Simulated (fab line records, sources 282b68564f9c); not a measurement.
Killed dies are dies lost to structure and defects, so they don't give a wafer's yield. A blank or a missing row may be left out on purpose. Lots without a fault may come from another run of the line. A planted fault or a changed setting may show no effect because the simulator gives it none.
fab line records | flow rit_cmos
record lots=7 wafers=21 last_day=7
route steps=202 shown NWELL@36 PWELL@39 M1@202
lots that met no fault: from a run of the same line without faults
start_h: hours from the record's first day to the start of the lot's first wafer shown | wait_h: hours since the lot's step before | " the same as in the row above | L1.1+2: a row that stands for several wafers | - no value, or no start given | * or withheld: withheld | < > ~ a bound
route shown NAME@n: a module of which the file shows steps, and the number in the route of the first | usual: mean/standard deviation of fault-free wafers | same: alike in all rows | chamber/n: place in a boat | sites: the reading at each site | _std_site: their standard deviation | _edge_site: outer sites' mean less inner sites' | radius_mm: how far each site lies from the wafer's centre | mask NAME#n: copy n | behind: the tool/chamber that last shaped the wafer | hold: why the lot was held/for how many hours/how that ended | device: the transistor (n, p or np) that didn't switch | end of line: the same wafers' tests at the end of the route | a step without rows: its recipe alone | killed: dies lost to structure and defects at the first sort, not the wafer's yield | map: a wafer's dies, x killed, . not, _ none there
set.NAME: the setting as run; set.NAME@STEP: as run at that earlier step | model.NAME: the simulator's own value behind a step, which no gauge read
lots at some steps of the route; a table a step, a row a wafer
services: from which hour (start_h, from the record's first day; less than 0 if before it) a tool's chamber was out of use, for how many hours, and why
## steps
# step RIT_NWELL_IMPLANT_08
# recipe species=P energy_kev=171.3 dose_cm2=5e+13 tilt_deg=7
# step RIT_NWELL_STRIP_09
# recipe chemistry=O2 time_s=180 resist=NOVOLAK platen_temp_c=withheld power_w=500 pressure_mtorr=4000 o2_flow_sccm=4000
# usual drypump_motor_current_A=5.7/0.5 o2_flow_sccm=3999/12
# columns lot.wafer tool chamber start_h wait_h drypump_motor_current_A o2_flow_sccm rf_hours_counter_h
L859.1 plasma_asher-02 0 28.75 0.1 6.5 4005 42
L859.4 " 0 " " 6.5 4012 -
L859.5 " 0 " " 6.6 4023 -
L865.3 plasma_asher-01 0 57.36 0.1 5.9 4005 -
L865.4 " 1 " " 4.9 4010 -
L865.6 " 0 " " 5.9 3990 -
L868.2 plasma_asher-01 1 70.82 0.1 4.9 4007 47
L868.4 " 1 " " 4.9 4025 -
L868.6 " 0 " " 5.9 4015 -
L877.2 plasma_asher-04 1 116.98 0.1 5.4 4014 30
L877.4 " 1 " " 5.4 4011 -
L877.5 " 1 " " 5.4 3991 -
L878.3 plasma_asher-02 0 123.39 0.1 6.6 3980 -
L878.4 " 1 " " 5.8 4015 -
L878.5 " 1 " " 5.8 4002 -
L879.2 plasma_asher-01 0 126.13 0.1 5.9 4012 53
L879.4 " 0 " " 5.9 4021 -
L879.6 " 0 " " 5.9 4007 -
L881.3 plasma_asher-01 0 135.76 0.1 5.9 3974 -
L881.4 " 1 " " 4.9 4006 -
L881.5 " 0 " " 5.9 4010 -
# step RIT_NWELL_TW_MEAS_10
# usual NWELL_TW=2142/9
# columns lot.wafer tool chamber start_h wait_h NWELL_TW
L859.1 film_metro-02 - 28.92 0.1 2140
L859.4 " - " " 2144
L859.5 " - " " 2150
L865.3 film_metro-02 - 57.50 0.1 2139
L865.4 " - " " 2125
L865.6 " - " " 2146
L868.2 film_metro-02 - 71.01 0.1 2140
L868.4 " - " " 2149
L868.6 " - " " 2148
L877.2 film_metro-01 - 117.16 0.1 2154
L877.4 " - " " 2148
L877.5 " - " " 2150
L878.3 film_metro-02 - 123.52 0.1 2133
L878.4 " - " " 2143
L878.5 " - " " 2135
L879.2 film_metro-02 - 126.32 0.1 2151
L879.4 " - " " 2145
L879.6 " - " " 2149
L881.3 film_metro-04 - 135.90 0.1 2137
L881.4 " - " " 2136
L881.5 " - " " 2132
# step RIT_PWELL_HMDS_00
# recipe prime_time_s=60 prime_temp_c=140
# step RIT_PWELL_COAT_01
# recipe resist=NOVOLAK spin_rpm=2000 resist_thk_nm=1300
# step RIT_PWELL_SOFTBAKE_02
# recipe resist=NOVOLAK temp_c=90 time_s=60
# step RIT_PWELL_EXPOSE_03
# recipe mask_id=M3 na=0.57 target_cd_nm=43700 dose_mj=250
# step RIT_PWELL_PEB_04
# recipe resist=NOVOLAK temp_c=withheld time_s=withheld
# step RIT_PWELL_DEVELOP_05
# recipe resist=NOVOLAK develop_time_s=68 dev_temp_c=23
# step RIT_PWELL_OVL_MEAS_06
# usual PWELL_OVL=0.7/1.3
# columns lot.wafer tool chamber start_h wait_h PWELL_OVL[nm]
L859.1 overlay-01 - 29.86 - 1.5
L859.4 " - " " -0.6
L859.5 " - " " 0.4
L865.3 overlay-02 - 58.43 - 1.7
L865.4 " - " " 0.2
L865.6 " - " " -0.3
L868.2 overlay-02 - 71.94 - 0.4
L868.4 " - " " 1.5
L868.6 " - " " -0.2
L877.2 overlay-02 - 118.10 - -0.4
L877.4 " - " " -1.8
L877.5 " - " " 0.3
L878.3 overlay-01 - 124.72 - -0.3
L878.4 " - " " -1.5
L878.5 " - " " -0.4
L879.2 overlay-02 - 127.44 - 1.2
L879.4 " - " " 1.8
L879.6 " - " " 2.7
L881.3 overlay-01 - 136.83 - -0.9
L881.4 " - " " -0.2
L881.5 " - " " 2.3
# step RIT_PWELL_HARDBAKE_07
# recipe resist=NOVOLAK temp_c=140 time_s=120
# step RIT_PWELL_IMPLANT_08
# recipe species=B energy_kev=170 dose_cm2=7e+13 tilt_deg=7
# step RIT_PWELL_STRIP_09
# recipe chemistry=O2 time_s=180 resist=NOVOLAK platen_temp_c=withheld power_w=500 pressure_mtorr=4000 o2_flow_sccm=4000
# usual drypump_motor_current_A=5.54/0.3 o2_flow_sccm=3999/12
# columns lot.wafer tool chamber start_h wait_h drypump_motor_current_A o2_flow_sccm rf_hours_counter_h
L859.1 plasma_asher-03 1 30.30 0.1 5.62 3986 29
L859.4 " 1 " " 5.60 4006 -
L859.5 " 0 " " 5.69 3998 -
L865.3 plasma_asher-04 0 58.92 0.1 5.66 3997 -
L865.4 " 1 " " 5.41 4009 -
L865.6 " 0 " " 5.63 4006 -
L868.2 plasma_asher-01 1 72.37 0.1 4.92 3983 47
L868.4 " 0 " " 5.84 4007 -
L868.6 " 0 " " 5.84 4018 -
L877.2 plasma_asher-03 1 118.53 0.1 5.61 4779 38
L877.4 " 1 " " 5.63 4800 -
L877.5 " 0 " " 5.71 3981 -
L878.3 plasma_asher-03 1 125.21 0.1 5.61 4786 -
L878.4 " 0 " " 5.70 3993 -
L878.5 " 1 " " 5.58 4785 -
L879.2 plasma_asher-03 1 127.87 0.1 5.60 4812 39
L879.4 " 1 " " 5.60 4798 -
L879.6 " 1 " " 5.57 4787 -
L881.3 plasma_asher-01 0 137.31 0.1 5.86 3990 -
L881.4 " 1 " " 4.94 3994 -
L881.5 " 0 " " 5.87 4000 -
# step RIT_PWELL_TW_MEAS_10
# usual PWELL_TW=952/4.9
# columns lot.wafer tool chamber start_h wait_h PWELL_TW
L859.1 film_metro-01 - 30.47 0.1 962
L859.4 " - " " 952
L859.5 " - " " 949
L865.3 film_metro-01 - 59.05 0.1 952
L865.4 " - " " 951
L865.6 " - " " 957
L868.2 film_metro-04 - 72.56 0.1 944
L868.4 " - " " 946
L868.6 " - " " 949
L877.2 film_metro-01 - 118.73 0.1 953
L877.4 " - " " 949
L877.5 " - " " 952
L878.3 film_metro-01 - 125.34 0.1 965
L878.4 " - " " 962
L878.5 " - " " 961
L879.2 film_metro-02 - 128.06 0.1 951
L879.4 " - " " 947
L879.6 " - " " 943
L881.3 film_metro-02 - 137.45 0.1 940
L881.4 " - " " 947
L881.5 " - " " 942
# step RIT_M1_PROBE_99
# usual killed_at_contacts=0.1/0.29 killed_at_front_end=7/3 killed_dies=7/3 killed_open=3.2/2 killed_short=3.5/2.1
# same gross_dies=264 killed_at_M0_to_M3=0 killed_at_M4_up=0 killed_at_back_side=0 killed_at_other=0
# columns lot.wafer tool chamber start_h wait_h killed_at_contacts killed_at_front_end killed_dies killed_open killed_short
L859.1 prober-01 - 64.22 0.1 0 9 9 6 3
L859.4 prober-01 - 64.37 0.2 0 2 2 1 1
L859.5 prober-01 - 64.42 0.2 0 8 8 4 4
L865.3 prober-01 - 98.61 0.2 0 6 6 3 3
L865.4 prober-01 - 98.66 0.2 0 12 12 8 4
L865.6 prober-01 - 98.76 0.2 0 6 6 3 3
L868.2 prober-02 - 110.54 0.1 0 10 10 4 6
L868.4 prober-02 - 110.64 0.2 0 10 10 7 3
L868.6 prober-02 - 110.74 0.2 0 9 9 4 5
L878.3 prober-02 - 161.59 0.2 0 6 6 3 3
L878.4 prober-02 - 161.64 0.2 0 5 5 2 3
L878.5 prober-02 - 161.69 0.2 0 4 4 0 4
# killed by level:class
L859.1 GATE:geometric_particle:short=3 GATE:geometric_particle:open=2 REOX:geometric_particle:open=2 SPACER:geometric_particle:open=1 SILICIDE:geometric_particle:open=1
L859.4 FOX1:geometric_particle:short=1 GATE:geometric_particle:open=1
L859.5 GATE:geometric_particle:open=4 REOX:geometric_particle:short=3 GATE:geometric_particle:short=1
L865.3 GATE:geometric_particle:short=2 FOX1:geometric_particle:open=1 GATE:geometric_particle:open=1 REOX:geometric_particle:short=1 REOX:geometric_particle:open=1
L865.4 GATE:geometric_particle:open=3 FOX1:geometric_particle:open=2 GATE:geometric_particle:short=2 FOX1:geometric_particle:short=1 FOX2:geometric_particle:open=1 REOX:geometric_particle:open=1 SPACER:geometric_particle:open=1 SILICIDE:geometric_particle:short=1
L865.6 REOX:geometric_particle:open=2 FOX1:geometric_particle:short=1 FOX2:geometric_particle:short=1 GATE:geometric_particle:short=1 SPACER:geometric_particle:open=1
L868.2 GATE:geometric_particle:short=2 GATE:geometric_particle:open=2 REOX:geometric_particle:short=2 FOX1:geometric_particle:short=1 FOX1:geometric_particle:open=1 SILICIDE:geometric_particle:short=1 SILICIDE:geometric_particle:open=1
L868.4 GATE:geometric_particle:open=5 GATE:geometric_particle:short=2 FOX2:geometric_particle:short=1 REOX:geometric_particle:open=1 SILICIDE:geometric_particle:open=1
L868.6 SILICIDE:geometric_particle:open=2 FOX1:geometric_particle:short=1 FOX2:geometric_particle:short=1 GATE:geometric_particle:open=1 GATE:geometric_particle:short=1 REOX:geometric_particle:open=1 SPACER:geometric_particle:short=1 SILICIDE:geometric_particle:short=1
L878.3 FOX1:geometric_particle:short=1 FOX2:geometric_particle:short=1 FOX2:geometric_particle:open=1 REOX:geometric_particle:short=1 REOX:geometric_particle:open=1 SPACER:geometric_particle:open=1
L878.4 REOX:geometric_particle:short=3 FOX1:geometric_particle:open=1 SPACER:geometric_particle:open=1
L878.5 FOX1:geometric_particle:short=1 FOX2:geometric_particle:short=1 REOX:geometric_particle:short=1 SPACER:geometric_particle:short=1
## services
# columns tool chamber start_h hours kind
plasma_asher-04 - 28.62 1.2 repair
plasma_asher-01 - 29.62 2.8 pm
plasma_asher-04 - 53.58 5.2 repair
plasma_asher-03 - 56.99 10.5 repair
plasma_asher-04 - 67.21 15.6 pm
plasma_asher-04 - 96.40 2.3 repair
plasma_asher-02 - 108.75 9.0 pm
plasma_asher-02 0 108.75 9.0 vent_cycle
plasma_asher-02 1 108.75 9.0 vent_cycle
plasma_asher-02 0 117.75 - clean
plasma_asher-02 1 117.75 - clean
plasma_asher-01 - 129.00 5.6 repair
## key
first_sign step=RIT_PWELL_STRIP_09 reading=o2_flow_sccm direction=up sigmas=65 usual=3999 struck=4792
effect none on later readings
met_at RIT_PWELL_STRIP_09
struck_wafers L877.2,L877.4,L878.3,L878.5,L879.2,L879.4,L879.6
tester_left_out L877,L878,L879
onset_between 30.30 118.53
fault kind=process_parameter_drift tool=plasma_asher-03 chamber=1 onset_h=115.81 steps=RIT_PWELL_STRIP_09 channel=o2_flow_sccm offset=800 shape=step end_h=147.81 acts_in=these_recipes_only stated=4000
# tester_left_out: of these lots the tester's yield and bins aren't shown, on N5 and GAA mostly nor the transistor test; their killed dies are dies lost to structure and defects alone, not to doping, threshold or leakage, so they don't give the yield
